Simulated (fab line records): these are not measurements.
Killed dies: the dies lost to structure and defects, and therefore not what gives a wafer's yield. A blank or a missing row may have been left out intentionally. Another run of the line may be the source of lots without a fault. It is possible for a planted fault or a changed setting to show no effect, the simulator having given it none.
fab line records	flow ritCmos
[record] lots = 13	wafers = 39	lastDay = 8
route steps=202 shown SPACER@128 M1@202
lots untouched by any fault: they come from a run of this same line in which no faults occurred
startH: hours from the record's opening day to when the first of the lot's shown wafers began	waitH: hours from the lot's prior step to this one	" identical to the entry in the row above	L1.1+2: a row that stands for several wafers	- no value present, or no start provided	* or withheld: withheld	< > ~ a bound
route shown NAME@n: NAME is a module with steps in the file, n the number in the route of the first one	usual: mean/standard deviation of fault-free wafers	same: alike in all rows	chamber/n: place in a boat	sites: the reading at each site	_std_site: their standard deviation	_edge_site: the outer-site mean with the inner-site mean subtracted	radiusMm: how far each site lies from the wafer's centre	mask NAME#n: copy n	behind: the tool/chamber that last shaped the wafer	hold: what put the lot on hold/how long, in hours/how the hold closed	device: the n, p or np transistor that did not switch	end of line: the tests these same wafers got at the end of their route	a step with no rows: only its recipe	killed: count of dies lost to structure and defects at first sort (not the wafer's yield)	map: the dies of a wafer, with x for killed, . for not killed, _ for no die there
set.NAME: the setting as run; set.NAME@STEP: as run at that earlier step	model.NAME: the simulator's own value behind a step, which no gauge read
steps of the route over a sample of lots; a table a step, a row a wafer
services: when a tool's chamber went out of use (startH, in hours from the record's first day, below 0 if earlier), for how many hours, and the reason
[[steps]]
[step RIT_SPACER_CVD_03]
[recipe] material = Si3N4	targetThkNm = 250	tempC = 810	precursor = SiH2Cl2/NH3	timeS = 3300	pressureMtorr = 300	sih2cl2FlowSccm = 60	nh3FlowSccm = 150
[usual] sih2cl2FlowSccm = 59.99/0.21	spikeTcSourceC = 835.1/2	zonePowerLoadPct = 19.4/1.5
lot.wafer	tool	chamber	startH	waitH	sih2cl2FlowSccm	spikeTcSourceC	zonePowerLoadPct
L680.3	lpcvd-01	0	48.60	0.1	60.02	832.8	21.0
L680.4	"	0	"	"	59.98	833.4	21.0
L680.6	"	0	"	"	59.98	833.6	21.2
L682.1	lpcvd-01	1	59.31	0.0	60.16	837.0	17.4
L682.3	"	1	"	"	60.09	837.8	17.4
L682.6	"	1	"	"	59.79	836.1	16.8
L683.1	lpcvd-01	1	62.42	0.0	60.12	837.1	17.1
L683.3	"	1	"	"	60.01	837.7	17.2
L683.6	"	1	"	"	60.02	835.6	17.3
L684.1	lpcvd-02	1	74.58	0.0	59.86	836.3	19.5
L684.5	"	1	"	"	59.70	836.7	19.4
L684.6	"	1	"	"	59.95	835.1	19.4
L685.1	lpcvd-02	1	81.19	0.0	60.12	834.0	19.2
L685.2	"	1	"	"	60.10	835.4	19.5
L685.4	"	1	"	"	59.90	837.4	19.3
L686.2	lpcvd-01	1	81.31	0.0	60.03	837.2	17.1
L686.4	"	1	"	"	59.85	835.8	17.1
L686.6	"	1	"	"	59.61	835.8	17.0
L687.2	lpcvd-02	1	85.22	0.0	60.02	835.2	19.5
L687.3	"	1	"	"	60.28	837.3	19.4
L687.4	"	1	"	"	60.38	834.6	19.4
L688.3	lpcvd-01	0	94.15	0.0	59.86	832.4	21.1
L688.4	"	0	"	"	60.06	835.4	21.0
L688.5	"	0	"	"	60.22	834.2	21.4
L690.1	lpcvd-02	1	101.13	0.0	60.02	834.7	19.6
L690.3	"	1	"	"	60.06	836.5	19.7
L690.6	"	1	"	"	60.02	833.5	19.2
L692.2	lpcvd-02	1	108.39	0.0	60.09	835.6	19.6
L692.3	"	1	"	"	59.88	834.9	19.4
L692.4	"	1	"	"	59.71	836.5	19.3
L693.2	lpcvd-02	0	115.09	0.0	60.02	830.7	21.4
L693.5	"	0	"	"	60.47	829.4	21.2
L693.6	"	0	"	"	60.57	831.2	21.7
L697.3	lpcvd-02	1	135.59	0.0	60.11	836.0	19.5
L697.4	"	1	"	"	60.39	837.5	19.8
L697.5	"	1	"	"	60.32	837.9	19.2
L700.1	lpcvd-01	0	164.14	0.0	60.12	832.9	21.0
L700.2	"	0	"	"	59.69	835.4	21.5
L700.6	"	0	"	"	59.87	833.8	21.0
[step RIT_SPACER_THK_MEAS_04]
[recipe] reads = Si3N4_of_SPACER_CVD_03
[usual] SPACER_NITRIDE_THK = 250.5/2.5
lot.wafer	tool	chamber	startH	waitH	hold	SPACER_NITRIDE_THK[nm]
L680.3	filmMetro-04	-	50.53	0.0	-	254.5
L680.4	"	-	"	"	-	254.1
L680.6	"	-	"	"	-	254.9
L682.1	filmMetro-03	-	61.23	0.0	-	252.1
L682.3	"	-	"	"	-	252.1
L682.6	"	-	"	"	-	251.1
L683.1	filmMetro-04	-	64.34	0.0	-	249.3
L683.3	"	-	"	"	-	247.4
L683.6	"	-	"	"	-	248.2
L684.1	filmMetro-01	-	77.45	0.0	-	248.7
L684.5	"	-	"	"	-	251.3
L684.6	"	-	"	"	-	249.0
L685.1	filmMetro-03	-	83.11	0.0	-	249.9
L685.2	"	-	"	"	-	248.3
L685.4	"	-	"	"	-	247.2
L686.2	filmMetro-04	-	83.24	0.0	-	249.2
L686.4	"	-	"	"	-	246.9
L686.6	"	-	"	"	-	250.2
L687.2	filmMetro-04	-	87.15	0.0	-	251.2
L687.3	"	-	"	"	-	250.6
L687.4	"	-	"	"	-	250.9
L688.3	filmMetro-01	-	97.04	0.0	-	251.5
L688.4	"	-	"	"	-	252.9
L688.5	"	-	"	"	-	251.7
L690.1	filmMetro-03	-	103.04	0.0	-	254.8
L690.3	"	-	"	"	-	257.2
L690.6	"	-	"	"	-	253.0
L692.2	filmMetro-01	-	110.32	0.0	-	249.6
L692.3	"	-	"	"	-	248.2
L692.4	"	-	"	"	-	250.3
L693.2	filmMetro-03	-	117.01	0.0	-	253.4
L693.5	"	-	"	"	-	255.1
L693.6	"	-	"	"	-	250.8
L697.3	filmMetro-01	-	137.52	0.0	-	254.0
L697.4	"	-	"	"	-	255.8
L697.5	"	-	"	"	-	255.4
L700.1	filmMetro-01	-	166.06	0.0	awaitDispo/0.2h/release	165.4
L700.2	"	-	"	"	awaitDispo/0.2h/release	167.7
L700.6	"	-	"	"	awaitDispo/0.2h/release	166.2
L700.1	filmMetro-01	-	166.29	0.2	-	165.4
L700.2	"	-	"	"	-	168.0
L700.6	"	-	"	"	-	166.2
[step RIT_SPACER_ETCHBACK_05]
[recipe] targetDepthA = 2500	SF6_flow_sccm = 30	CHF3_flow_sccm = 30	target = Si3N4	chemistry = SF6/CHF3	pressureMtorr = 40	rfW = 250	timeS = 240	stopOn = SiO2
[usual] CHF3_flow_sccm = 30.01/0.094	drypumpMotorCurrentA = 6.0/0.49	oesProductAu = 0.842/0.011	throttleValvePct = 10.31/0.17
lot.wafer	tool	chamber	startH	waitH	hold	CHF3_flow_sccm	drypumpMotorCurrentA	oesProductAu	rfHoursCounterH	throttleValvePct
L680.3	rieDiel-03	3	50.57	0.0	-	30.13	6.4	0.853	109	10.39
L680.4	"	1	"	"	-	30.03	6.2	0.854	51	10.33
L680.6	"	3	"	"	-	30.10	6.4	0.858	-	10.36
L682.1	rieDiel-04	3	61.29	0.1	-	30.17	5.5	0.832	59	10.21
L682.3	"	1	"	"	-	29.91	6.7	0.840	65	10.30
L682.6	"	1	"	"	-	29.96	6.7	0.835	-	10.31
L683.1	rieDiel-01	1	64.40	0.1	-	29.92	6.4	0.840	152	10.12
L683.3	"	2	"	"	-	30.01	5.7	0.860	156	10.14
L683.6	"	1	"	"	-	29.94	6.4	0.840	-	10.13
L684.1	rieDiel-03	0	77.51	0.1	-	30.10	6.5	0.841	94	10.47
L684.5	"	3	"	"	-	29.95	6.4	0.857	-	10.37
L684.6	"	0	"	"	-	30.04	6.5	0.844	-	10.47
L685.1	rieDiel-01	1	83.17	0.1	-	29.99	6.4	0.845	152	10.14
L685.2	"	2	"	"	-	30.01	5.7	0.851	156	10.14
L685.4	"	1	"	"	-	30.01	6.4	0.834	-	10.12
L686.2	rieDiel-04	3	83.29	0.0	-	30.06	5.5	0.824	59	10.18
L686.4	"	1	"	"	-	29.80	6.7	0.828	66	10.30
L686.6	"	3	"	"	-	29.99	5.5	0.824	-	10.20
L687.2	rieDiel-01	2	87.20	0.0	-	30.09	5.7	0.861	157	10.15
L687.3	"	1	"	"	-	30.03	6.4	0.849	152	10.14
L687.4	"	0	"	"	-	30.13	5.4	0.835	1	10.11
L688.3	rieDiel-04	2	97.08	0.0	-	30.08	6.6	0.853	30	10.18
L688.4	"	1	"	"	-	29.90	6.7	0.840	66	10.31
L688.5	"	3	"	"	-	30.15	5.5	0.832	-	10.22
L690.1	rieDiel-03	0	103.10	0.1	-	30.25	6.5	0.850	94	10.50
L690.3	"	2	"	"	-	30.01	5.4	0.850	4	10.63
L690.6	"	2	"	"	-	30.05	5.4	0.839	-	10.65
L692.2	rieDiel-03	1	110.37	0.0	-	30.13	6.2	0.852	52	10.32
L692.3	"	2	"	"	-	30.03	5.4	0.836	4	10.64
L692.4	"	1	"	"	-	30.14	6.2	0.845	-	10.34
L693.2	rieDiel-04	1	117.06	0.0	-	30.01	6.7	0.844	67	10.31
L693.5	"	2	"	"	-	30.02	6.6	0.870	-	10.19
L693.6	"	1	"	"	-	30.14	6.7	0.841	-	10.30
L697.3	rieDiel-03	3	137.64	0.1	-	29.98	6.5	0.853	-	10.37
L697.4	"	2	"	"	-	30.07	5.5	0.839	-	10.63
L697.5	"	3	"	"	-	30.04	6.4	0.866	-	10.39
L700.1	rieDiel-03	2	178.84	12.5	awaitDispo/12.5h/release	29.99	5.4	0.634	5	10.54
L700.2	"	0	"	"	awaitDispo/12.5h/release	29.89	6.5	0.647	95	10.40
L700.6	"	2	"	"	awaitDispo/12.5h/release	30.05	5.4	0.625	-	10.56
[step RIT_M1_PROBE_99]
[usual] killedAtContacts = 0.1/0.32	killedAtFrontEnd = 6/3.1	killedDies = 7/3.2	killedOpen = 3.1/1.9	killedShort = 3.5/2.2
[same] grossDies = 264	killed_at_M0_to_M3 = 0	killed_at_M4_up = 0	killedAtBackSide = 0	killedAtOther = 0
lot.wafer	tool	chamber	startH	waitH	killedAtContacts	killedAtFrontEnd	killedDies	killedOpen	killedShort
L700.1	prober-02	-	189.51	0.1	0	7	7	3	4
L700.6	prober-02	-	189.76	0.2	0	9	9	2	7
// killed by level:class
L700.1 GATE:geometricParticle:open=3 GATE:geometricParticle:short=2 SPACER:geometricParticle:short=1 SILICIDE:geometricParticle:short=1
L700.6 GATE:geometricParticle:short=4 FOX1:geometricParticle:short=2 FOX1:geometricParticle:open=1 GATE:geometricParticle:open=1 SILICIDE:geometricParticle:short=1
[[services]]
tool	chamber	startH	hours	kind
lpcvd-01	-	34.94	0.9	repair
rieDiel-04	3	46.71	8.7	repair
rieDiel-01	0	58.46	7.9	repair
rieDiel-01	0	80.34	5.4	repair
rieDiel-04	0	98.92	-	clean
rieDiel-04	0	98.92	19.9	scheduledDown
rieDiel-04	0	98.92	19.9	ventCycle
rieDiel-03	3	101.35	5.6	repair
rieDiel-03	0	104.54	33.8	repair
rieDiel-01	0	108.62	3.2	repair
rieDiel-01	2	111.84	-	clean
rieDiel-01	2	111.84	20.7	scheduledDown
rieDiel-01	2	111.84	20.7	ventCycle
rieDiel-03	1	125.62	6.0	repair
lpcvd-01	-	127.38	1.0	repair
rieDiel-03	-	131.92	1.6	repair
rieDiel-01	1	132.56	-	clean
rieDiel-01	1	132.56	20.4	scheduledDown
rieDiel-01	1	132.56	20.4	ventCycle
rieDiel-01	-	134.00	0.2	repair
rieDiel-03	1	135.44	12.9	repair
rieDiel-01	2	136.38	7.9	repair
rieDiel-03	-	142.66	0.8	repair
[[key]]
[firstSign] step = RIT_SPACER_THK_MEAS_04	reading = visit	direction = added
[effect] step = RIT_SPACER_THK_MEAS_04	reading = SPACER_NITRIDE_THK	direction = down	sigmas = 33	usual = 250.5	struck = 166.4
[effect] step = RIT_SPACER_ETCHBACK_05	reading = oesProductAu	direction = down	sigmas = 18	usual = 0.842	struck = 0.635
metAt RIT_SPACER_CVD_03
struckLots L700
struckWafers L700.1,L700.2,L700.6
rowsEnd L700.2
testerLeftOut L700
onsetBetween 94.15 164.14
alsoFits time
[fault] kind = processParameterDrift	tool = lpcvd-01	chamber = 0	onsetH = 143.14	steps = RIT_SPACER_CVD_03	channel = targetThkNm	offset = -82.5	shape = step	endH = 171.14	actsIn = theseRecipesOnly	stated = 250
// testerLeftOut: of these lots the tester's yield and bins aren't shown, on N5 and GAA mostly nor the transistor test; their killed dies are dies lost to structure and defects alone, not to doping, threshold or leakage, so they don't give the yield
// rowsEnd: these wafers met a further fault down the route, and their rows from its step on are left out
